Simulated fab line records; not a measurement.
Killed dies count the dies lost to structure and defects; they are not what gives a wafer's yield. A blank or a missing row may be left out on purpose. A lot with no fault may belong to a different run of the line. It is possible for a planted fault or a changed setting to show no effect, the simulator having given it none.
Which tool is to blame?    flow berkeleyCmos170    14 lots with 42 wafers sampled at 5 steps, on a route of 331 steps

== WHAT THE GAUGES SHOWED, per wafer ==
UCB170_SDANNEAL_RS_MEAS_04: a four-point-probe measurement. Usual: PLDD_RS gives 1032.3 ohm/sq (standard deviation 2.6).
lot   measured      on            PLDD_RS (ohm/sq)      flag
L636  day 6 17:22   filmMetro-03  1032.9 1031.2 1031.0  
L637  day 6 22:22   filmMetro-02  1032.2 1029.3 1032.7  
L640  day 7 21:32   filmMetro-01  1093.9 1092.7 1094.5  OFF
L642  day 7 21:25   filmMetro-02  1099.2 1095.5 1098.0  OFF
L643  day 8 03:23   filmMetro-03  1030.0 1033.3 1033.0  
L646  day 9 02:56   filmMetro-02  1037.5 1032.7 1033.5  
L648  day 9 02:11   filmMetro-02  1030.3 1029.6 1032.1  
L649  day 9 12:44   filmMetro-03  1029.8 1032.9 1032.4  
L650  day 10 00:39  filmMetro-02  1033.3 1029.4 1029.7  
L652  day 10 01:22  filmMetro-03  1033.0 1035.6 1033.8  
L653  day 10 07:38  filmMetro-03  1028.6 1033.3 1031.4  
L654  day 10 07:11  filmMetro-01  1031.9 1030.3 1032.5  
L655  day 10 19:53  filmMetro-01  1028.3 1029.1 1027.5  
L659  day 11 17:40  filmMetro-01  1030.7 1033.1 1031.2  

UCB170_SDANNEAL_RS_MEAS_05: a four-point-probe measurement. Usual: NLDD_RS gives 616.6 ohm/sq (standard deviation 1.3).
lot   measured      on            NLDD_RS (ohm/sq)   flag
L636  day 6 17:29   filmMetro-03  615.7 616.2 617.3  
L637  day 6 22:29   filmMetro-02  615.3 614.0 615.6  
L640  day 7 21:40   filmMetro-01  625.7 623.9 626.4  OFF
L642  day 7 21:32   filmMetro-02  624.1 623.2 622.2  OFF
L643  day 8 03:30   filmMetro-03  616.4 616.5 617.2  
L646  day 9 03:03   filmMetro-02  613.0 614.7 615.0  
L648  day 9 02:19   filmMetro-02  615.3 615.6 616.1  
L649  day 9 12:51   filmMetro-03  615.6 616.8 614.8  
L650  day 10 00:46  filmMetro-02  617.6 615.8 617.4  
L652  day 10 01:29  filmMetro-03  615.8 615.6 615.2  
L653  day 10 07:45  filmMetro-03  617.1 616.0 614.9  
L654  day 10 07:18  filmMetro-01  617.2 615.8 614.9  
L655  day 10 20:01  filmMetro-01  618.8 617.8 618.5  
L659  day 11 17:47  filmMetro-01  616.6 616.7 618.9  

UCB170_CONTACT_CD_MEAS_15: the cd target is 700 nm. Usual: cdNm reads 699.7 nm (standard deviation 1.2).
lot   measured      on        cdNm (nm)          flag
L636  day 6 21:38   cdSem-01  699.5 698.0 700.0  
L637  day 7 02:38   cdSem-01  699.3 699.4 701.4  
L640  day 8 02:11   cdSem-02  700.0 699.8 699.1  
L642  day 8 01:44   cdSem-01  698.7 698.0 699.3  
L643  day 8 10:28   cdSem-02  698.4 698.9 697.7  
L646  day 9 10:06   cdSem-02  698.7 700.7 700.6  
L648  day 9 07:16   cdSem-01  701.5 701.7 699.7  
L649  day 9 18:36   cdSem-01  698.8 698.7 698.9  
L650  day 10 05:39  cdSem-01  698.9 699.8 699.5  
L652  day 10 08:58  cdSem-02  701.0 701.3 701.8  
L653  day 10 13:07  cdSem-02  701.0 701.1 700.9  
L654  day 10 12:58  cdSem-01  699.1 699.9 698.5  
L655  day 11 01:34  cdSem-01  699.1 698.6 698.6  
L659  day 11 22:34  cdSem-02  698.3 698.2 698.3  

== WHAT TOOL EACH LOT RAN ON (gives the tool, then ch and the chambers of the sampled wafers, and finally the start) ==
lot   UCB170_SPACER_ANNEAL_02        UCB170_SPACER_ETCHBACK_03
L636  furnace-01 ch 0, day 6 08:54   rieDiel-01 ch 1,2,3, day 6 10:24
L637  furnace-01 ch 0, day 6 16:10   rieDiel-02 ch 0,1,2, day 6 17:40
L640  furnace-01 ch 0, day 7 14:22   rieDiel-04 ch 1,3, day 7 15:52
L642  furnace-01 ch 0, day 7 14:22   rieDiel-01 ch 0,1,3, day 7 15:52
L643  furnace-02 ch 0, day 7 20:11   rieDiel-02 ch 2,3, day 7 21:41
L646  furnace-03 ch 0, day 8 19:58   rieDiel-02 ch 0,1, day 8 21:28
L648  furnace-03 ch 0, day 8 19:58   rieDiel-04 ch 2,3, day 8 21:28
L649  furnace-02 ch 0, day 9 03:13   rieDiel-01 ch 1,2,3, day 9 04:43
L650  furnace-03 ch 0, day 9 18:17   rieDiel-01 ch 0,3, day 9 19:47
L652  furnace-03 ch 0, day 9 18:17   rieDiel-02 ch 0,1,3, day 9 19:47
L653  furnace-03 ch 0, day 9 23:58   rieDiel-04 ch 0,2,3, day 10 01:28
L654  furnace-03 ch 0, day 9 23:58   rieDiel-02 ch 2,3, day 10 01:28
L655  furnace-03 ch 0, day 10 12:44  rieDiel-02 ch 1,2, day 10 14:14
L659  furnace-02 ch 0, day 11 08:58  rieDiel-04 ch 0,1,2, day 11 10:31
- UCB170_SPACER_ANNEAL_02: time 1800 s.
- UCB170_SPACER_ETCHBACK_03: etches SiO2 in CHF3/CF4/Ar, stops on Si, target depth 376 nm, time 100 s.

== AS READ BY THE TOOLS THEMSELVES (means over the sampled wafers that have a number; for cases with no such wafer, the mark the record gives instead) ==
UCB170_SPACER_ANNEAL_02. Usual: zonePowerLoadPct reads 27.0 % (standard deviation 3).
lot   tool        zonePowerLoadPct (%)  flag
L636  furnace-01  26.1                  
L637  furnace-01  26.0                  
L640  furnace-01  26.3                  
L642  furnace-01  26.1                  
L643  furnace-02  32.1                  
L646  furnace-03  25.0                  
L648  furnace-03  25.0                  
L649  furnace-02  32.1                  
L650  furnace-03  25.0                  
L652  furnace-03  24.9                  
L653  furnace-03  25.0                  
L654  furnace-03  25.3                  
L655  furnace-03  25.0                  
L659  furnace-02  32.2                  

UCB170_SPACER_ETCHBACK_03. Usual: drypumpMotorCurrentA 5.6 A, standard deviation 0.38; oesProductAu 0.901 a.u., standard deviation 0.014; throttleValvePct 6.50 %, standard deviation 0.1.
lot   tool        drypumpMotorCurrentA (A)  oesProductAu (a.u.)  throttleValvePct (%)  flag
L636  rieDiel-01  5.6                       0.896                6.53                  
L637  rieDiel-02  5.4                       0.910                6.51                  
L640  rieDiel-04  5.5                       0.901                6.33                  
L642  rieDiel-01  5.6                       0.920                6.52                  
L643  rieDiel-02  5.4                       0.909                6.57                  
L646  rieDiel-02  5.4                       0.900                6.47                  
L648  rieDiel-04  5.9                       0.908                6.49                  
L649  rieDiel-01  5.6                       0.891                6.54                  
L650  rieDiel-01  5.9                       0.901                6.50                  
L652  rieDiel-02  5.6                       0.882                6.49                  
L653  rieDiel-04  6.0                       0.892                6.44                  
L654  rieDiel-02  5.6                       0.906                6.56                  
L655  rieDiel-02  5.2                       0.906                6.50                  
L659  rieDiel-04  5.7                       0.911                6.38                  

== THE ANSWER, worked out from the rows above alone ==
Rule: a lot is off if the mean of its wafers that have a number lies more than 3 standard deviations from the usual mean. A lot without any number at a reading at which 4 lots or more have one is off too. Any other lot the step has rows for is counted as sound. The gauges are gone through in route order, then the tools' own readings, and for those a lot's mean is taken as printed above. At the first step where some lot is off, the reading lying furthest off is the one used; lots without a number count as furthest.
Off: at UCB170_SDANNEAL_RS_MEAS_04 (PLDD_RS), L640, L642.
A tool fits if, at a process step before that reading, it ran every lot that is off, and no sound lot after the first of them. The gauges at UCB170_SDANNEAL_RS_MEAS_04 are tried like those tools. One fits: UCB170_SPACER_ANNEAL_02 on furnace-01. Its last sound lot is L637 (day 6 16:10), its first lot that is off L640 (day 7 14:22): a fault that began between those two fits.

== WHAT THE SIMULATOR PUT IN ==
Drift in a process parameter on furnace-01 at UCB170_SPACER_ANNEAL_02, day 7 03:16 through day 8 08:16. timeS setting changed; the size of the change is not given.
Struck lots among those shown: L642, L640. The rule above found the same.
